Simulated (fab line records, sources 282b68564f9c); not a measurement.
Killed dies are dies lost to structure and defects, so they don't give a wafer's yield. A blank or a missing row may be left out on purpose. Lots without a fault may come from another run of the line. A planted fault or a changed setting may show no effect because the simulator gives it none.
A struck lot beside a sound one | flow rit_cmos | 15 steps out of a route of 202
Sound: wafers L313.1, L313.3, L313.4. Struck: wafers L323.1, L323.2, L323.6. The cause comes at the end.
At each step with rows: each side's tool, then ch and its chambers, then its first start. Under that, the readings that differ: sound wafers | struck wafers | difference of the means | sigmas: that difference in standard deviations of wafers without a fault.
alike: readings whose means differ by less than 2 such deviations, and words and numbers that are the same on both sides. not compared: withheld readings, readings that some wafer has no value for, bounds like >300 that may hide the same value, and numbers for which the record gives no deviation and whose values overlap.
The two part at a step that has a row with sigmas, a row that says differs or no value, or rows on one side only. Numbers that don't overlap but have no deviation are shown without sigmas and don't part them. A reading that every wafer of one side lacks parts them only if that side has two wafers or more.

first, 5 steps without rows for these wafers: RIT_M1_COAT_04 (resist thk 1300 nm); RIT_M1_SOFTBAKE_05 (time 60 s); RIT_M1_EXPOSE_06 (exposes mask M12, target cd 2600 nm); RIT_M1_PEB_07; RIT_M1_DEVELOP_08 (develop time 68 s).
RIT_M1_CD_MEAS_09: target cd 2600 nm.
  sound on cd_sem-01, day 3 16:40; struck on cd_sem-02, day 5 21:19
  alike: cd_nm
RIT_M1_OVL_MEAS_10:
  sound on overlay-02, day 3 16:47; struck on overlay-02, day 5 21:26
  alike: M1_OVL
then, 1 step without rows for these wafers: RIT_M1_HARDBAKE_11 (time 120 s).
RIT_M1_METAL_ETCH_12: etches Al in Cl2/BCl3, stops on SiO2, time 165 s, target depth 600 nm.
  sound on rie_metal-04 ch 0,1, day 3 17:05; struck on rie_metal-03 ch 0,1, day 5 21:44
  alike: drypump_motor_current_A, he_backside_leak_sccm, oes_product_au, throttle_valve_pct
  not compared: rf_hours_counter_h
then, 1 step without rows for these wafers: RIT_M1_STRIP_13 (strips in nmp, time 600 s).
RIT_M1_STRIP_14: strips in O2, time 180 s.
  sound on plasma_asher-04 ch 0,1, day 3 17:25; struck on plasma_asher-04 ch 0,1, day 5 22:05
  alike: drypump_motor_current_A, o2_flow_sccm
  not compared: rf_hours_counter_h
RIT_M1_CD_MEAS_90: target cd 2600 nm.
  sound on cd_sem-01, day 3 17:35; struck on cd_sem-02, day 5 22:15
  alike: cd_nm
RIT_M1_ANNEAL_15: time 1800 s.
  sound on furnace-02 ch 0, day 3 17:43; struck on furnace-02 ch 0, day 5 22:22
  reading                   | sound                | struck               | difference | sigmas
  spike_tc_centre_C (C)     | 452.6 454.1 452.8    | 523.3 523.0 523.1    | +70.0      | +79
  spike_tc_load_C (C)       | 469.1 469.8 469.1    | 538.2 540.7 539.9    | +70.3      | +64
  spike_tc_source_C (C)     | 464.7 467.9 464.4    | 535.9 535.4 535.9    | +70.1      | +71
  tube_center_temp_C (C)    | 449.94 450.02 450.02 | 520.01 520 519.98    | +70.00     | +99 or more
  tube_center_temp_C_max    | 451.13 451.05 450.89 | 520.87 521.36 521.04 | +70.07     | +99 or more
  zone_power_centre_pct (%) | 19.51 19.48 19.28    | 22.83 22.97 23.20    | +3.58      | +18
  zone_power_load_pct (%)   | 6.31 6.27 6.43       | 8.12 8.16 8.13       | +1.80      | +28
  zone_power_source_pct (%) | 8.44 8.34 8.52       | 10.54 10.71 10.69    | +2.21      | +28
RIT_M1_BOW_MEAS_16:
  sound on film_metro-03, day 3 19:13; struck on film_metro-03, day 5 23:52
  reading     | sound    | struck | difference | sigmas
  M1_BOW (um) | 17 25 25 | 4 8 5  | -17        | -3
RIT_M1_PROBE_99:
  the record has rows for the struck wafers here (prober-02, day 5 23:59) and none for the sound ones

WHERE THEY PART
First at RIT_M1_ANNEAL_15; last, within this record, at RIT_M1_PROBE_99.

WHY: what the simulator had put in
Process parameter drift: furnace-02, from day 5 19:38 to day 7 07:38, at RIT_M1_ANNEAL_15. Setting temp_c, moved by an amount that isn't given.
